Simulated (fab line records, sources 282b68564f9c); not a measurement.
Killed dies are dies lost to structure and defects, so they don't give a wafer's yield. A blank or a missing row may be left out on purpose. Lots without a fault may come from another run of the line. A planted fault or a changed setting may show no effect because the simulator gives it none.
fab line records | flow rit_cmos
record lots=14 wafers=42 last_day=7
route steps=202 shown NSD@134 M1@202
lots that met no fault: from a run of the same line without faults
start_h: hours from the record's first day to the start of the lot's first wafer shown | wait_h: hours since the lot's step before | " the same as in the row above | L1.1+2: a row that stands for several wafers | - no value, or no start given | * or withheld: withheld | < > ~ a bound
route shown NAME@n: a module of which the file shows steps, and the number in the route of the first | usual: mean/standard deviation of fault-free wafers | same: alike in all rows | chamber/n: place in a boat | sites: the reading at each site | _std_site: their standard deviation | _edge_site: outer sites' mean less inner sites' | radius_mm: how far each site lies from the wafer's centre | mask NAME#n: copy n | behind: the tool/chamber that last shaped the wafer | hold: why the lot was held/for how many hours/how that ended | device: the transistor (n, p or np) that didn't switch | end of line: the same wafers' tests at the end of the route | a step without rows: its recipe alone | killed: dies lost to structure and defects at the first sort, not the wafer's yield | map: a wafer's dies, x killed, . not, _ none there
set.NAME: the setting as run; set.NAME@STEP: as run at that earlier step | model.NAME: the simulator's own value behind a step, which no gauge read
steps of the route over a sample of lots; a table a step, a row a wafer
services: from which hour (start_h, from the record's first day; less than 0 if before it) a tool's chamber was out of use, for how many hours, and why
## steps
# step RIT_NSD_EXPOSE_03
# recipe mask_id=M9 na=0.57 target_cd_nm=40700 dose_mj=250
# columns lot.wafer tool chamber start_h wait_h mask
L145.1+2+5 iline_stepper-01 0 48.09 0.2 M9#0
L146.1+3+4 iline_stepper-02 0 51.58 0.2 M9#0
L147.2+4+6 iline_stepper-02 0 64.58 0.1 M9#0
L148.1+2+6 iline_stepper-01 0 70.78 0.2 M9#0
L149.1+2+5 iline_stepper-02 0 77.62 0.2 M9#0
L151.1+2+4 iline_stepper-02 0 82.73 0.1 M9#0
L155.3+4+5 iline_stepper-02 0 108.10 0.2 M9#0
L159.2+4+5 iline_stepper-02 0 127.28 0.2 M9#0
L160.2+4+6 iline_stepper-01 0 130.12 0.2 M9#0
L161.2+3+4 iline_stepper-01 0 137.65 0.1 M9#0
L162.1+2+3 iline_stepper-01 0 138.39 0.1 M9#0
L165.4+5+6 iline_stepper-01 0 152.48 0.2 M9#0
L166.2+3+6 iline_stepper-01 0 157.81 0.1 M9#0
L168.2+5+6 iline_stepper-01 0 163.17 0.1 M9#0
# step RIT_NSD_OVL_MEAS_06
# usual NSD_OVL=0.4/1.4
# columns lot.wafer tool chamber start_h wait_h NSD_OVL[nm]
L145.1 overlay-02 - 48.49 - 1.3
L145.2 " - " " -0.4
L145.5 " - " " 0.6
L146.1 overlay-01 - 51.98 - 0.3
L146.3 " - " " -1.2
L146.4 " - " " 0.3
L147.2 overlay-01 - 64.97 - -1.7
L147.4 " - " " -0.7
L147.6 " - " " 0.9
L148.1 overlay-01 - 71.21 - -0.9
L148.2 " - " " 0.9
L148.6 " - " " 0.7
L149.1 overlay-01 - 78.02 - -1.8
L149.2 " - " " -0.8
L149.5 " - " " -1.4
L151.1 overlay-02 - 83.13 - -
L151.2 " - " " -
L151.4 " - " " -
L155.3 overlay-02 - 108.47 - -
L155.4 " - " " -
L155.5 " - " " -
L159.2 overlay-01 - 127.67 - -
L159.4 " - " " -
L159.5 " - " " -
L160.2 overlay-01 - 130.51 - 2.6
L160.4 " - " " 0.6
L160.6 " - " " -0.4
L161.2 overlay-02 - 138.18 - -0.6
L161.3 " - " " -0.5
L161.4 " - " " 0.0
L162.1 overlay-02 - 138.79 - 0.0
L162.2 " - " " 0.7
L162.3 " - " " 0.7
L165.4 overlay-02 - 152.84 - 2.7
L165.5 " - " " 1.8
L165.6 " - " " 2.8
L166.2 overlay-02 - 158.20 - 0.5
L166.3 " - " " -1.1
L166.6 " - " " -1.0
L168.2 overlay-02 - 163.56 - 1.6
L168.5 " - " " 1.4
L168.6 " - " " 2.7
# step RIT_M1_PROBE_99
# usual killed_at_contacts=0.1/0.27 killed_at_front_end=6/3 killed_dies=7/3 killed_on_rim=1.7/1.4 killed_open=3.1/2 killed_short=3.4/2
# same gross_dies=264 killed_at_M0_to_M3=0 killed_at_M4_up=0 killed_at_back_side=0 killed_at_other=0
# columns lot.wafer tool chamber start_h wait_h killed_at_contacts killed_at_front_end killed_dies killed_on_rim killed_open killed_short
L151.1 prober-01 - 93.30 0.1 0 264 264 70 4 8
L151.2 prober-01 - 93.35 0.1 0 264 264 70 1 2
L151.4 prober-01 - 93.45 0.2 0 264 264 70 2 1
L155.3 prober-01 - 120.57 0.2 0 264 264 70 2 4
L155.4 prober-01 - 120.62 0.2 0 264 264 70 4 8
L155.5 prober-01 - 120.67 0.2 0 264 264 70 6 1
L159.2 prober-01 - 137.77 0.1 0 264 264 70 0 8
L159.4 prober-01 - 137.87 0.2 0 264 264 70 6 9
L159.5 prober-01 - 137.92 0.2 0 264 264 70 3 6
# killed by level:class
L151.1 NSD:overlay=252 SPACER:geometric_particle:short=5 SPACER:geometric_particle:open=3 FOX1:geometric_particle:short=1 GATE:geometric_particle:short=1 REOX:geometric_particle:short=1 REOX:geometric_particle:open=1
L151.2 NSD:overlay=261 GATE:geometric_particle:short=2 GATE:geometric_particle:open=1
L151.4 NSD:overlay=261 REOX:geometric_particle:open=1 SPACER:geometric_particle:short=1 SILICIDE:geometric_particle:open=1
L155.3 NSD:overlay=258 GATE:geometric_particle:short=3 FOX1:geometric_particle:open=1 FOX1:geometric_particle:short=1 GATE:geometric_particle:open=1
L155.4 NSD:overlay=252 GATE:geometric_particle:short=5 SPACER:geometric_particle:short=3 GATE:geometric_particle:open=2 FOX1:geometric_particle:open=1 SPACER:geometric_particle:open=1
L155.5 NSD:overlay=257 GATE:geometric_particle:open=2 FOX1:geometric_particle:open=1 FOX2:geometric_particle:open=1 GATE:geometric_particle:short=1 REOX:geometric_particle:open=1 SILICIDE:geometric_particle:open=1
L159.2 NSD:overlay=256 FOX1:geometric_particle:short=3 GATE:geometric_particle:short=3 FOX2:geometric_particle:short=1 REOX:geometric_particle:short=1
L159.4 NSD:overlay=249 GATE:geometric_particle:short=6 FOX1:geometric_particle:open=2 REOX:geometric_particle:open=2 FOX2:geometric_particle:short=1 GATE:geometric_particle:open=1 SPACER:geometric_particle:short=1 SPACER:geometric_particle:open=1
L159.5 NSD:overlay=255 FOX1:geometric_particle:short=3 FOX1:geometric_particle:open=2 GATE:geometric_particle:open=1 GATE:geometric_particle:short=1 REOX:geometric_particle:short=1 SPACER:geometric_particle:short=1
## services
# columns tool chamber start_h hours kind
iline_stepper-01 - 26.57 0.5 repair
iline_stepper-01 - 60.11 1.7 pm
iline_stepper-02 - 70.32 1.7 pm
iline_stepper-02 - 89.21 3.4 repair
## key
first_sign step=RIT_NSD_OVL_MEAS_06 reading=NSD_OVL direction=missing
effect step=RIT_M1_PROBE_99 reading=killed_at_front_end direction=up sigmas=85 usual=6 struck=264
more_kills_born_at RIT_NSD_EXPOSE_03@iline_stepper-02=2301
met_at RIT_NSD_EXPOSE_03
struck_lots L151,L155,L159
tester_left_out L151,L155,L159
onset_between 77.62 82.73
fault kind=scanner_matching_overlay tool=iline_stepper-02 chamber=- onset_h=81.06 steps=RIT_NSD_EXPOSE_03 offset=13323
# tester_left_out: of these lots the tester's yield and bins aren't shown, on N5 and GAA mostly nor the transistor test; their killed dies are dies lost to structure and defects alone, not to doping, threshold or leakage, so they don't give the yield
